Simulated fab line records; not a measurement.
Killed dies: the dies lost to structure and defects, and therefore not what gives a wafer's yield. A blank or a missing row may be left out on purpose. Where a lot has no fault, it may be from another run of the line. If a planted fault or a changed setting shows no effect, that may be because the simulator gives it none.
The tool behind it: which one? | flow rit cmos | 7 lots with 21 wafers sampled at 2 steps, on a route of 202 steps

## WHAT THE GAUGES SHOWED, per wafer
RIT_GATE_CD_MEAS_16: the cd target is 150 nm.
lot  | measured    | on        | cd nm (nm)
L214 | day 2 19:18 | cd sem-01 | 146.1 146.7 145.9
L216 | day 3 03:29 | cd sem-02 | 150.4 149.7 152.2
L218 | day 3 17:43 | cd sem-01 | 147.3 147.1 147.4
L220 | day 4 01:38 | cd sem-02 | 133.7 131.1 134.7
L223 | day 4 18:18 | cd sem-01 | 139.2 138.7 137.0
L234 | day 7 00:41 | cd sem-01 | 145.9 147.6 147.4
L236 | day 7 12:32 | cd sem-02 | 152.8 151.7 151.6

## TOOL THAT RAN EACH LOT (tool first, then ch and the chambers of the sampled wafers, then the start)
lot  | RIT_GATE_DEVELOP_15
L214 | litho track-01 ch 0, day 2 19:00
L216 | litho track-04 ch 0, day 3 03:00
L218 | litho track-03 ch 0, day 3 17:00
L220 | litho track-03 ch 0, day 4 01:00
L223 | litho track-03 ch 0, day 4 18:00
L234 | litho track-01 ch 0, day 7 00:00
L236 | litho track-03 ch 0, day 7 12:00
- RIT_GATE_DEVELOP_15: develop time 50 s.

## THE ANSWER, worked out from the rows above alone
Rule: the lots themselves supply what counts as usual. Put in order of their means at a reading, lots are off if they are a third of the lots or fewer, leave a main group of 4 or more, and stand apart from it by a gap of 3 or more times the standard deviation of the main group's means; of several such gaps the widest counts. The tables above print the reading to a certain number of digits; a main group whose means all agree to those digits is not used. Also off: a lot with no number at a reading for which 4 or more lots have one. Where the step has rows for the other lots, those lots are counted as sound.
Off, at RIT_GATE_CD_MEAS_16 on cd nm: L220, L223. Main group: mean 148.7 nm, sd 2.3.
A tool fits if, at a process step before that reading, it ran every lot that is off, and no sound lot after the first of them. Gauges at RIT_GATE_CD_MEAS_16: tried the same way as those tools. Not one of the candidates tried fits.

## WHAT WAS PUT IN BY THE SIMULATOR
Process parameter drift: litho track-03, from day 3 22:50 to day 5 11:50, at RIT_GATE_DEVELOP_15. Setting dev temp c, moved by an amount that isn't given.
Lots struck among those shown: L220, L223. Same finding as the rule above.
